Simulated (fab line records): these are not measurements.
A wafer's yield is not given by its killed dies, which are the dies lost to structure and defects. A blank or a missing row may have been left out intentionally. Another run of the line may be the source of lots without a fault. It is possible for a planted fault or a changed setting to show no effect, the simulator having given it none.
Struck lot and sound lot, side by side + flow rit_cmos + 17 out of 202 route steps
Sound: these wafers, L604.1, L604.2, L604.3. Struck: wafers L597.1, L597.2, L597.3. The cause comes at the end.
At each step with rows: each side's tool, then ch and its chambers, then its first start. Under that, the readings that differ: sound wafers + struck wafers + difference of the means + sigmas: that difference in standard deviations of wafers without a fault.
alike: a reading whose means differ by less than 2 such deviations, as well as words and numbers matching on both sides. not compared: withheld readings; readings where some wafer has no value; bounds like >300 that might hide an equal value; numbers whose values overlap and for which the record gives no deviation.
The two part at a step that has a row with sigmas, a row that says differs or no value, or rows on one side only. Numbers that don't overlap but have no deviation are shown without sigmas and don't part them. Lack of a reading on every wafer of one side parts them only where that side has two or more wafers.

first, 1 step without rows for these wafers: RIT_PRETRO_DEVELOP_05 (develop time 68 s).
RIT_PRETRO_OVL_MEAS_06:
  struck on overlay-02, day 4 08:49; sound on overlay-02, day 5 19:20
  alike: PRETRO_OVL
then, 2 steps without rows for these wafers: RIT_PRETRO_HARDBAKE_07 (time 120 s); RIT_PRETRO_IMPLANT_08.
RIT_PRETRO_STRIP_09: strips in O2, time 180 s.
  sound on plasma_asher-01 ch 0,1, day 5 19:47; struck on plasma_asher-02 ch 0,1, day 4 09:15
  alike: drypump_motor_current_A
  not compared: rf_hours_counter_h
RIT_PRETRO_TW_MEAS_10:
  struck on film_metro-03, day 4 09:26; sound on film_metro-03, day 5 19:57
  alike: PRETRO_TW
then, 5 steps without rows for these wafers: RIT_GATE_WET_ETCH_00 (etches SiO2 in BOE, target depth 56 nm, time 60 s); RIT_GATE_CLEAN_01 (cleans in SC1, time 600 s); RIT_GATE_CLEAN_02 (cleans in dHF, time 30 s); RIT_GATE_CLEAN_03 (cleans in SC2, time 600 s); RIT_GATE_CLEAN_04 (cleans in dHF, time 60 s).
RIT_FOX2_THK_MEAS_91:
  struck on film_metro-03, day 4 09:55; sound on film_metro-03, day 5 20:26
| reading                     | sound       | struck      | difference | sigmas |
|-----------------------------|-------------|-------------|------------|--------|
| FIELD_OXIDE_LEFT_2_THK (nm) | 245 247 247 | 262 258 265 | +15        | +2     |
RIT_GATE_OXIDATION_05: target thk 3 nm, ox time 270 s.
  sound on furnace-04 ch 0, day 5 20:58; struck on furnace-01 ch 0, day 4 12:11
| reading                                     | sound                | struck               | difference | sigmas      |
|---------------------------------------------|----------------------|----------------------|------------|-------------|
| spike_tc_centre_C (C)                       | 904.5 903.7 904.1    | 915.7 917.0 918.0    | +12.8      | +10         |
| spike_tc_load_C (C)                         | 925.9 925.2 926.8    | 939.9 938.3 941.4    | +13.9      | +9          |
| spike_tc_source_C (C)                       | 920.3 922.0 920.6    | 941.7 941.0 941.7    | +20.5      | +8          |
| tube_center_temp_C (C)                      | 899.92 899.98 900.05 | 914.98 915.18 915.07 | +15.09     | +99 or more |
| tube_center_temp_C_max                      | 902.5 902.1 902.7    | 917.1 917.3 916.9    | +14.7      | +42         |
| model.SiO2_of_GATE_OXIDATION_05.thk_nm (nm) | 3.097 3.11 3.102     | 3.634 3.663 3.652    | +0.547     |             |
  alike: zone_power_load_pct
then, 1 step without rows for these wafers: RIT_GATE_ANNEAL_06 (time 600 s).
RIT_GATE_THK_MEAS_07:
  struck on film_metro-03, day 4 14:59; sound on film_metro-03, day 5 22:28
| reading             | sound          | struck         | difference | sigmas |
|---------------------|----------------|----------------|------------|--------|
| GATE_OXIDE_THK (nm) | 3.08 3.08 3.18 | 3.65 3.65 3.63 | +0.53      | +8     |
then, 1 step without rows for these wafers: RIT_GATE_CVD_08 (deposits poly-Si from SiH4, target thk 250 nm, time 2220 s).
RIT_M1_PROBE_99:
  struck on prober-01, day 5 14:23; sound on prober-01, day 6 22:23
| reading                             | sound             | struck            | difference | sigmas |
|-------------------------------------|-------------------|-------------------|------------|--------|
| killed_short                        | 9 3 7             | 1 2 5             | -4         | -2     |
| model.etest.pmos_0p3.r_on_ohm_um    | 6621 6815 6789    | 7412 7573 7491    | +750       |        |
| model.etest.nmos_0p3.r_on_ohm_um    | 2256 2310 2298    | 2454 2522 2480    | +197       |        |
| model.etest.nmos_0p15.drive_ua_um   | 444.3 434.9 442.1 | 402.9 395.4 408.5 | -38.2      |        |
| model.etest.nmos_narrow.drive_ua_um | 216 214.7 219.2   | 169.8 168.2 168.8 | -47.7      |        |
| model.etest.nmos_0p3.drive_ua_um    | 216.6 215.3 217.5 | 172.5 169.5 170.8 | -45.5      |        |
  alike: killed_at_contacts, killed_at_front_end, killed_dies, killed_open
  not compared: model.etest.pmos_turned.r_on_ohm_um, model.etest.pmos_0p15.r_on_ohm_um, model.etest.nmos_0p15.r_on_ohm_um

== WHERE THEY PART ==
First at RIT_FOX2_THK_MEAS_91; last, within this record, at RIT_M1_PROBE_99.

WHY: whatever the simulator had introduced
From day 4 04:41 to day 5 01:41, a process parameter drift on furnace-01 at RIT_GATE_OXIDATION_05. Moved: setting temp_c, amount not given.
